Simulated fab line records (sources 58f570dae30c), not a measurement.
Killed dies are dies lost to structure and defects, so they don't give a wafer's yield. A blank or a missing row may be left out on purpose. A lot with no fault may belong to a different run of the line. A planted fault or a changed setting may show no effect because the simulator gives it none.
One fault seen from 2 desks	flow berkeley-cmos170	numbers are kept per desk, each desk with only its own; the story behind them comes last

## METROLOGY DESK
Lot by lot, what the gauges showed, no matter which tool ran the lot: averages of those sampled wafers that carry a number. If a lot's mean is further than 4 standard deviations from the usual mean, the lot is out of limits and carries the mark OUT (the distance appears in the brackets).
Columns: A = PLDD_OVL at UCB170_PLDD_OVL_MEAS_07, usual 0 nm; B = NLDD_RS at UCB170_SDANNEAL_RS_MEAS_05, usual 615.8 ohm/sq; C = cd-nm at UCB170_M2_CD_MEAS_15, usual 699.4 nm
lot	first seen here	A	B	C
L964	day 5 16:07	-3	616.5	699.8
L967	day 6 19:19	-2	617.3	698.4
L968	day 6 19:29	-5	617.4	699.6
L966	day 6 19:35	2	616.3	700.2
L971	day 7 00:59	-3	617.2	700.7
L970	day 7 01:19	-1	615.5	699.5
L969	day 7 01:34	-1	616.1	699.2
L974	day 8 00:52	-4	614.7	699.9
L975	day 8 01:26	1	613.4	699.1
L980	day 9 05:29	2	617.6	698.7
L985	day 10 04:27	2	617.5	698.3
L986	day 10 20:49	-4	615.7	699.0
L987	day 10 21:03	3	617.1	699.3
This desk's verdict: no lot among the 13 shows anything out of limits.

## THE TOOL OWNER'S DESK: krf-scanner-01
The tool's own readings at UCB170_CONTACT_EXPOSE_12 (exposes mask CONT, target cd 700 nm): means of the sampled wafers that have a number, for each lot that ran on this tool. If a lot's mean is further than 4 standard deviations from the usual mean, the lot is out of limits and carries the mark OUT (the distance appears in the brackets).
Columns: A = exposure-dose-mJ-cm2 at UCB170_CONTACT_EXPOSE_12, usual 35.00; B = stage-vel-mm-s at UCB170_CONTACT_EXPOSE_12, usual 500.04 mm/s
lot	first seen here	A	B
L964	day 6 12:46	35.01	500.04
L968	day 7 12:23	35.02	500.15
L971	day 7 17:31	35.01	499.94
L975	day 8 19:00	34.77 (-6.9) OUT	499.99
L987	day 11 16:23	35.06	499.88
Finding of this desk: L975 out of limits; the first was L975 at day 8 19:00, on exposure-dose-mJ-cm2 at UCB170_CONTACT_EXPOSE_12. In limits: L964, L968, L971, L987.

## TAKEN TOGETHER
The tool owner's desk had the chance to raise an alarm at day 8 19:00 on L975.
The metrology desk saw nothing out of limits.
The metrology desk holds a record of L975, inside its limits.
All the named lots went through UCB170_CONTACT_EXPOSE_12 on krf-scanner-01.

## WHAT WAS PUT IN BY THE SIMULATOR
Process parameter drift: krf-scanner-01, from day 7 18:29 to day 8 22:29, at UCB170_CONTACT_EXPOSE_12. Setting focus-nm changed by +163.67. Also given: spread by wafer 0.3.
Lots struck among those shown: L975.
Delay in hours, fault start to first out-of-limits reading, by desk: the tool owner's desk at 25.
